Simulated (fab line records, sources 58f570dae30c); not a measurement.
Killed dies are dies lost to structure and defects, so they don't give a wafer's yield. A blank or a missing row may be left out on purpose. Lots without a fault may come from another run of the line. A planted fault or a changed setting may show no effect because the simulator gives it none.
fab line records | flow berkeley_cmos170 | part 2 of 2: steps 24 to 32 of 32
record lots=5 wafers=15 last_day=11
route steps=331 shown CONTACT@222 M1@238
lots that met no fault: from a run of the same line without faults
start_h: hours from the record's first day to the start of the lot's first wafer shown | wait_h: hours since the lot's step before | " the same as in the row above | L1.1+2: a row that stands for several wafers | - no value, or no start given | * or withheld: withheld | < > ~ a bound
route shown NAME@n: a module of which the file shows steps, and the number in the route of the first | usual: mean/standard deviation of fault-free wafers | same: alike in all rows | chamber/n: place in a boat | sites: the reading at each site | _std_site: their standard deviation | _edge_site: outer sites' mean less inner sites' | radius_mm: how far each site lies from the wafer's centre | mask NAME#n: copy n | behind: the tool/chamber that last shaped the wafer | hold: why the lot was held/for how many hours/how that ended | device: the transistor (n, p or np) that didn't switch | end of line: the same wafers' tests at the end of the route | a step without rows: its recipe alone | killed: dies lost to structure and defects at the first sort, not the wafer's yield | map: a wafer's dies, x killed, . not, _ none there
set.NAME: the setting as run; set.NAME@STEP: as run at that earlier step | model.NAME: the simulator's own value behind a step, which no gauge read
lots at some steps of the route; a table a step, a row a wafer
services: from which hour (start_h, from the record's first day; less than 0 if before it) a tool's chamber was out of use, for how many hours, and why
## steps
# step UCB170_M1_PEB_07
# recipe peb_temp_c=130 peb_time_s=withheld resist=KrF
# usual resist_line_temp_C=23.00/0.096
# columns lot.wafer tool chamber start_h wait_h resist_line_temp_C
L074.1 litho_track-02 0 162.87 0.1 23.05
L074.2 " 0 " " 23.19
L074.5 " 0 " " 22.83
L078.2 litho_track-01 0 168.82 0.3 22.96
L078.3 " 0 " " 23.20
L078.4 " 0 " " 22.86
L082.4 litho_track-01 0 192.61 0.1 22.94
L082.5 " 0 " " 23.14
L082.6 " 0 " " 22.98
L084.2 litho_track-01 0 205.27 0.1 22.87
L084.4 " 0 " " 22.86
L084.5 " 0 " " 22.90
L091.1 litho_track-03 0 238.18 0.2 23.15
L091.2 " 0 " " 22.97
L091.6 " 0 " " 23.20
# step UCB170_M1_DEVELOP_08
# recipe developer=TMAH develop_time_s=45 resist=KrF dev_temp_c=21
# usual resist_line_temp_C=23.02/0.11
# columns lot.wafer tool chamber start_h wait_h resist_line_temp_C
L074.1 litho_track-02 0 - - 22.80
L074.2 " 0 " " 22.95
L074.5 " 0 " " 22.90
L078.2 litho_track-01 0 - - 22.92
L078.3 " 0 " " 23.10
L078.4 " 0 " " 22.91
L082.4 litho_track-01 0 - - 23.00
L082.5 " 0 " " 23.13
L082.6 " 0 " " 23.13
L084.2 litho_track-01 0 - - 23.11
L084.4 " 0 " " 23.05
L084.5 " 0 " " 22.92
L091.1 litho_track-03 0 - - 22.94
L091.2 " 0 " " 22.85
L091.6 " 0 " " 22.85
# step UCB170_M1_CD_MEAS_09
# recipe target_cd_nm=700
# usual cd_nm=700.2/1.5
# columns lot.wafer tool chamber start_h wait_h cd_nm
L074.1 cd_sem-01 - 163.14 - 698.1
L074.2 " - " " 698.7
L074.5 " - " " 699.0
L078.2 cd_sem-01 - 169.09 - 699.3
L078.3 " - " " 700.3
L078.4 " - " " 700.7
L082.4 cd_sem-01 - 192.87 - 701.4
L082.5 " - " " 701.9
L082.6 " - " " 700.3
L084.2 cd_sem-02 - 205.58 - 700.0
L084.4 " - " " 698.7
L084.5 " - " " 698.5
L091.1 cd_sem-01 - 238.48 - 698.7
L091.2 " - " " 699.9
L091.6 " - " " 697.9
# step UCB170_M1_OVL_MEAS_10
# usual M1_OVL=-2/5.6
# columns lot.wafer tool chamber start_h wait_h M1_OVL[nm]
L074.1 overlay-01 - 163.26 0.1 -7
L074.2 " - " " -3
L074.5 " - " " 5
L078.2 overlay-02 - 169.20 0.1 -12
L078.3 " - " " -8
L078.4 " - " " -14
L082.4 overlay-02 - 192.95 0.1 2
L082.5 " - " " 2
L082.6 " - " " -2
L084.2 overlay-02 - 205.69 0.1 0
L084.4 " - " " 0
L084.5 " - " " -2
L091.1 overlay-02 - 238.60 0.1 -11
L091.2 " - " " 3
L091.6 " - " " -7
# step UCB170_M1_ETCH_11
# recipe chemistry=N2/H2 target_depth_a=withheld overetch_a=withheld target=BARC time_s=withheld source_w=500 bias_w=100 pressure_mtorr=30 n2_flow_sccm=100 h2_flow_sccm=200
# usual chamber_pressure_mTorr=29.996/0.028 drypump_motor_current_A=5.5/0.46 oes_product_au=1.004/0.022 throttle_valve_pct=13.31/0.13
# columns lot.wafer tool chamber start_h wait_h chamber_pressure_mTorr drypump_motor_current_A oes_product_au throttle_valve_pct
L074.1 rie_diel-01 2 163.30 0.0 30.046 4.7 0.989 13.18
L074.2 " 1 " " 29.982 5.2 1.020 13.49
L074.5 " 3 " " 30.053 4.9 0.990 13.10
L078.2 rie_diel-01 3 169.23 0.0 29.971 4.9 1.007 13.11
L078.3 " 2 " " 29.965 4.7 0.986 13.16
L078.4 " 0 " " 30.024 5.4 1.023 13.44
L082.4 rie_diel-03 3 192.97 0.0 29.980 5.7 1.012 13.21
L082.5 " 2 " " 30.011 6.0 1.022 13.16
L082.6 " 1 " " 29.998 5.0 0.971 13.34
L084.2 rie_diel-01 0 205.72 0.0 29.969 5.4 1.023 13.45
L084.4 " 3 " " 29.948 5.0 0.996 13.10
L084.5 " 0 " " 30.001 5.4 1.025 13.45
L091.1 rie_diel-01 2 238.64 0.0 30.073 4.7 1.003 13.16
L091.2 " 3 " " 29.977 5.0 1.004 13.11
L091.6 " 0 " " 30.013 5.4 1.033 13.44
# step UCB170_M1_METAL_ETCH_12
# recipe chemistry=Cl2/BCl3 target=Al stop_on=PSG pressure_mtorr=12 target_depth_a=7800 over_etch_frac=0.3 time_s=130 icp_w=600 bias_w=120 Cl2_flow_sccm=90 bcl3_flow_sccm=45
# usual chamber_pressure_mTorr=12.001/0.012 drypump_motor_current_A=5.7/0.38 oes_product_au=0.858/0.015 throttle_valve_pct=24.36/0.12
# columns lot.wafer tool chamber start_h wait_h chamber_pressure_mTorr drypump_motor_current_A oes_product_au rf_hours_counter_h throttle_valve_pct
L074.1 rie_metal-04 0 163.34 - 11.993 6.2 0.872 3.2 24.24
L074.2 " 1 " " 12.014 4.9 0.862 1.8 24.45
L074.5 " 0 " " 12.012 6.2 0.889 - 24.24
L078.2 rie_metal-04 0 169.27 - 12.003 6.2 0.876 3.3 24.25
L078.3 " 0 " " 12.021 6.2 0.867 - 24.24
L078.4 " 1 " " 12.000 4.9 0.831 - 24.45
L082.4 rie_metal-03 0 193.06 - 11.991 5.5 0.844 - 24.27
L082.5 " 1 " " 12.000 6.0 0.874 - 24.50
L082.6 " 0 " " 12.015 5.5 0.845 - 24.29
L084.2 rie_metal-03 0 205.76 - 12.008 5.5 0.846 6.9 24.29
L084.4 " 0 " " 11.994 5.5 0.835 - 24.29
L084.5 " 1 " " 11.984 6.0 0.851 - 24.52
L091.1 rie_metal-02 0 238.68 - 11.995 5.6 0.867 1.8 24.48
L091.2 " 1 " " 12.008 5.7 0.868 7.4 24.20
L091.6 " 0 " " 12.003 5.6 0.857 - 24.48
# step UCB170_M1_STRIP_13
# recipe chemistry=O2 power_w=400 pressure_mtorr=3500 platen_temp_c=withheld o2_flow_sccm=400 overash_fraction=0.5
# usual chamber_pressure_mTorr=3500/3.5 drypump_motor_current_A=5.4/0.42 oes_product_au=0.721/0.0048
# columns lot.wafer tool chamber start_h wait_h chamber_pressure_mTorr drypump_motor_current_A oes_product_au rf_hours_counter_h
L074.1 plasma_asher-02 0 163.48 0.1 3499 5.4 0.723 46
L074.2 " 1 " " 3502 4.7 0.714 46
L074.5 " 0 " " 3499 5.4 0.715 -
L078.2 plasma_asher-03 0 169.40 0.1 3496 5.6 0.719 6
L078.3 " 1 " " 3500 5.7 0.727 -
L078.4 " 0 " " 3499 5.5 0.727 -
L082.4 plasma_asher-02 1 193.18 0.1 3496 4.8 0.731 -
L082.5 " 1 " " 3501 4.7 0.720 -
L082.6 " 0 " " 3504 5.4 0.722 -
L084.2 plasma_asher-03 1 205.90 0.1 3499 5.7 0.725 10
L084.4 " 0 " " 3505 5.6 0.727 -
L084.5 " 1 " " 3500 5.7 0.725 -
L091.1 plasma_asher-02 0 238.81 0.1 3489 5.4 0.717 54
L091.2 " 1 " " 3504 4.8 0.726 54
L091.6 " 0 " " 3500 5.4 0.732 -
# step UCB170_M1_CD_MEAS_90
# recipe target_cd_nm=700
# usual cd_nm=699.4/3
# columns lot.wafer tool chamber start_h wait_h cd_nm
L074.1 cd_sem-02 - 163.58 0.1 695.3
L074.2 " - " " 694.9
L074.5 " - " " 696.5
L078.2 cd_sem-01 - 169.52 0.1 697.0
L078.3 " - " " 698.5
L078.4 " - " " 700.5
L082.4 cd_sem-01 - 193.31 0.1 700.3
L082.5 " - " " 697.1
L082.6 " - " " 699.2
L084.2 cd_sem-02 - 206.02 0.1 699.2
L084.4 " - " " 698.3
L084.5 " - " " 694.6
L091.1 cd_sem-02 - 238.92 0.1 698.5
L091.2 " - " " 702.1
L091.6 " - " " 697.3
# step UCB170_M1_ANNEAL_14
# recipe temp_c=400 time_s=1200 ambient=forming_gas
# columns lot.wafer tool chamber start_h wait_h
L074.1+2+5 - - 165.39 1.8
L078.2+3+4 - - 172.74 3.2
L082.4+5+6 - - 195.51 2.2
L084.2+4+5 - - 210.59 4.6
L091.1+2+6 - - 241.42 2.5
## services
# columns tool chamber start_h hours kind
pvd_sputter-01 - 140.31 7.0 repair
krf_scanner-01 - 145.00 1.0 pm
krf_scanner-01 - 155.07 1.3 pm
rie_diel-01 - 170.48 0.4 repair
rie_diel-02 3 170.53 3.1 repair
furnace-01 - 180.92 7.8 pm
rie_metal-04 - 184.61 1.4 pm
krf_scanner-02 - 189.43 0.8 pm
krf_scanner-01 0 195.10 - calibration
krf_scanner-02 - 200.22 3.8 repair
furnace-01 - 203.19 5.3 pm
krf_scanner-02 - 203.98 1.3 pm
krf_scanner-01 - 205.28 4.0 pm
pvd_sputter-04 - 210.34 3.4 repair
rie_metal-04 - 212.78 0.8 repair
rie_diel-03 - 213.80 1.6 repair
rie_diel-02 - 216.74 2.8 pm
pvd_sputter-04 - 217.50 23.0 repair
rie_diel-03 2 223.10 14.8 repair
plasma_asher-01 - 223.40 2.8 pm
pvd_sputter-03 - 230.79 5.1 repair
krf_scanner-01 - 231.39 3.6 pm
rie_diel-02 3 233.47 3.3 repair
krf_scanner-01 - 234.94 0.8 pm
